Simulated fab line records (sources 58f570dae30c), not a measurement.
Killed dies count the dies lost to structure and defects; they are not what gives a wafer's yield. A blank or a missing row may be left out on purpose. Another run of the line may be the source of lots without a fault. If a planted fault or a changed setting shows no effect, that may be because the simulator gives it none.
A lot that was struck, set against a sound lot | flow berkeley_cmos170 | 16 steps out of a route of 331
Sound: wafers L413.3, L413.4, L413.6. Struck: wafer L421.4. At the end, the cause is stated.
Per side, at each step with rows, come the tool, then ch with its chambers, and then its first start. Under that, the readings that differ: sound wafers | struck wafers | difference of the means | sigmas: that difference in standard deviations of wafers without a fault.
alike: words and numbers the same on both sides, and readings whose means are apart by under 2 such deviations; not compared: readings that were withheld, readings missing a value for some wafer, numbers with overlapping values and no deviation given by the record, and bounds like >300 which may hide the same value.
The two part at a step that has a row with sigmas, a row that says differs or no value, or rows on one side only. Non-overlapping numbers with no deviation appear without sigmas and do not part them. A reading that every wafer of one side lacks parts them only if that side has two wafers or more.

first, 5 steps without rows for these wafers: UCB170_M1_COAT_04 (resist thk 900 nm); UCB170_M1_SOFTBAKE_05 (time 60 s); UCB170_M1_EXPOSE_06 (exposes mask METAL1, target cd 700 nm); UCB170_M1_PEB_07; UCB170_M1_DEVELOP_08 (develop time 45 s).
UCB170_M1_CD_MEAS_09 targets a cd of 700 nm.
  sound on cd_sem-02 at day 9 02:53; struck on cd_sem-02 at day 10 17:17
  alike: cd_nm
UCB170_M1_OVL_MEAS_10:
  sound on overlay-01 at day 9 02:58; struck on overlay-02 at day 10 17:22
  alike: M1_OVL
UCB170_M1_ETCH_11: etches BARC in N2/H2.
  sound on rie_diel-02 ch 2,3, day 9 03:00; struck on rie_diel-01 ch 2, day 10 17:25
  reading                | sound             | struck | difference | sigmas
  throttle_valve_pct (%) | 13.37 13.34 13.38 | 13.77  | +0.41      | +2
  alike: drypump_motor_current_A, oes_product_au
UCB170_M1_METAL_ETCH_12: etches Al in Cl2/BCl3, stops on PSG, target depth 780 nm, time 130 s.
  sound on rie_metal-02 ch 0,1, day 9 03:05; struck on rie_metal-04 ch 0, day 10 17:28
  reading                     | sound       | struck | difference | sigmas
  drypump_motor_current_A (A) | 5.8 5.9 5.8 | 4.9    | -0.9       | -2
  alike: bcl3_flow_sccm, oes_product_au, throttle_valve_pct
  not compared: rf_hours_counter_h
UCB170_M1_STRIP_13: strips in O2.
  sound on plasma_asher-01 ch 0,1, day 9 03:12; struck on plasma_asher-01 ch 0, day 10 17:36
  alike: drypump_motor_current_A, oes_product_au
  not compared: rf_hours_counter_h
UCB170_M1_CD_MEAS_90 targets a cd of 700 nm.
  sound on cd_sem-02 at day 9 03:19; struck on cd_sem-02 at day 10 17:43
  alike: cd_nm
then, 1 step without rows for these wafers: UCB170_M1_ANNEAL_14 (time 1200 s).
UCB170_V1_CVD_00: deposits SiO2 from TEOS/O2, target thk 2000 nm, time 250 s.
  sound on pecvd-01 ch 0,1,2, day 9 07:28; struck on pecvd-01 ch 0, day 10 21:40
  reading                             | sound          | struck | difference | sigmas
  heater_power_w (W)                  | 314 416 255    | 174    | -154       | -2
  model.SiO2_of_V1_CVD_00.thk_nm (nm) | 1990 2000 2022 | 1458   | -546       |
  not compared: since_wet_clean_h
UCB170_V1_THK_MEAS_01:
  sound on film_metro-02 at day 9 07:39; struck on film_metro-02 at day 10 21:47
  reading          | sound          | struck | difference | sigmas
  V1_TEOS_THK (nm) | 1991 2000 2023 | 1459   | -546       | -20
UCB170_V1_CMP_02: polishes SiO2.
  sound on cmp-02 ch 0,1,3, day 9 07:47; struck on cmp-02 ch 3, day 10 21:55
  alike: motor_current_A, retaining_ring_pressure_frac
then, 1 step without rows for these wafers: UCB170_M3_PROBE_99.

== WHERE THEY PART ==
At UCB170_M1_ETCH_11 first; at UCB170_V1_THK_MEAS_01 last (within this record only). Later steps at which nothing parts them and some readings are alike: UCB170_V1_CMP_02.

WHY: what had been put in by the simulator
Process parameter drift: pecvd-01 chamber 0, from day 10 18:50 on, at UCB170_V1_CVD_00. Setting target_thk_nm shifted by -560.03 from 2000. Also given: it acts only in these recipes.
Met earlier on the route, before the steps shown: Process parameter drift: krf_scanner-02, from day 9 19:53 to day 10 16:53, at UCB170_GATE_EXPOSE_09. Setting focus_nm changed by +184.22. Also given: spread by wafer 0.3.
